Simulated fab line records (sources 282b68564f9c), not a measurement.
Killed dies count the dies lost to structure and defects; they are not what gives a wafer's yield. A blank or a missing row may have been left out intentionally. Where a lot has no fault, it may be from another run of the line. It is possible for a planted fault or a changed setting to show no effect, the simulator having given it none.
Which tool did it? | flow rit_cmos | Sampling: 6 lots, 18 wafers, 2 of 202 route steps

== WHAT THE GAUGES READ, wafer by wafer ==
RIT_SPACER_THK_MEAS_04.
lot  | measured    | on            | SPACER_NITRIDE_THK (nm)
L618 | day 3 02:48 | film_metro-04 | 259.6 261.9 260.3
L620 | day 3 12:58 | film_metro-01 | 255.4 257.2 257.5
L622 | day 3 23:26 | film_metro-04 | 258.6 257.9 258.7
L625 | day 4 13:34 | film_metro-04 | 260.8 260.5 262.5
L634 | day 6 11:32 | film_metro-02 | 257.4 256.5 251.5
L640 | day 7 15:56 | film_metro-02 | 256.2 256.5 254.2

== TOOL THAT RAN EACH LOT (tool first, then ch and the chambers of the sampled wafers, then the start) ==
lot  | RIT_SPACER_CVD_03
L618 | lpcvd-02 ch 1, day 3 00:53
L620 | lpcvd-02 ch 0, day 3 11:02
L622 | lpcvd-02 ch 0, day 3 21:30
L625 | lpcvd-01 ch 0, day 4 11:38
L634 | lpcvd-02 ch 1, day 6 09:35
L640 | lpcvd-01 ch 1, day 7 14:01
- RIT_SPACER_CVD_03: deposits Si3N4 from SiH2Cl2/NH3, target thk 250 nm, time 3386 s.

== THE ANSWER, worked out from the rows above alone ==
Rule: the lots themselves supply what counts as usual. The widest of any qualifying gaps counts: lots, ordered by their means at a reading, are off when they make up no more than a third of the lots, leave a main group of 4 or more, and stand apart from it by 3 or more times the standard deviation of that group's means. A main group whose means are all the same, to the digits that the tables above print for the reading, isn't used. A lot without any number at a reading at which 4 lots or more have one is off too. The other lots that the step has rows for count as sound.
No lot is off at any reading shown: from this, nothing can be told.

== WHAT WAS PUT IN BY THE SIMULATOR ==
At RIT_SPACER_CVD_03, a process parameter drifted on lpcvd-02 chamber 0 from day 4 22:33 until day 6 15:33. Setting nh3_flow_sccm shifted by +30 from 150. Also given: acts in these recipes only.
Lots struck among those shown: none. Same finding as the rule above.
